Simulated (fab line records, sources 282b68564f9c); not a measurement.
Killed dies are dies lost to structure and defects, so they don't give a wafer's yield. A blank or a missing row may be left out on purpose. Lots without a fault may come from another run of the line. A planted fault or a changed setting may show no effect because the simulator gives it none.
One fault seen from 2 desks | flow rit_cmos | each desk has only its own numbers; what lay behind them comes last

THE TOOL OWNER'S DESK: litho_track-04
The tool's own readings at RIT_GATE_COAT_11 (resist thk 850 nm): means of the sampled wafers that have a number, for each lot that ran on this tool. A lot is out of limits, marked OUT, if its mean lies more than 4 standard deviations from the usual mean; the brackets give that distance.
Columns: A = resist_line_temp_C at RIT_GATE_COAT_11, usual 22.99 C
lot  | first seen here | A
L669 | day 3 15:17     | 23.06
L683 | day 6 16:47     | 22.93
L686 | day 7 06:44     | 23.00
This desk's finding: nothing out of limits on any of the 3 lots.

THE METROLOGY DESK
What the gauges read, lot by lot, whatever tool the lot ran on: means of the sampled wafers that have a number. A lot is out of limits, marked OUT, if its mean lies more than 4 standard deviations from the usual mean; the brackets give that distance.
Columns: A = FIELD_OXIDE_LEFT_2_THK at RIT_FOX2_THK_MEAS_91, usual 257 nm; B = GATE_OXIDE_THK at RIT_GATE_THK_MEAS_07, usual 3.02 nm; C = GATE_POLY_THK at RIT_GATE_THK_MEAS_09, usual 244.1 nm; D = cd_nm at RIT_GATE_CD_MEAS_16, usual 149.6 nm; E = GATE_OVL at RIT_GATE_OVL_MEAS_17, usual -1.7 nm
lot  | first seen here | A   | B    | C     | D     | E
L667 | day 3 01:53     | 248 | 3.06 | 243.9 | 150.9 | -0.6
L669 | day 3 11:59     | 261 | 3.08 | 242.9 | 146.5 | -1.0
L672 | day 4 02:28     | 258 | 3.02 | 241.2 | 153.0 | -3.4
L673 | day 4 05:37     | 257 | 2.93 | 244.2 | 146.6 | -0.5
L683 | day 6 08:21     | 256 | 3.06 | 243.3 | 149.6 | -1.0
L686 | day 7 03:15     | 259 | 3.02 | 242.0 | 153.6 | -0.9
This desk's finding: nothing out of limits on any of the 6 lots.

PUT TOGETHER
The tool owner's desk saw nothing out of limits.
The metrology desk saw nothing out of limits.

WHAT THE SIMULATOR HAD PUT IN
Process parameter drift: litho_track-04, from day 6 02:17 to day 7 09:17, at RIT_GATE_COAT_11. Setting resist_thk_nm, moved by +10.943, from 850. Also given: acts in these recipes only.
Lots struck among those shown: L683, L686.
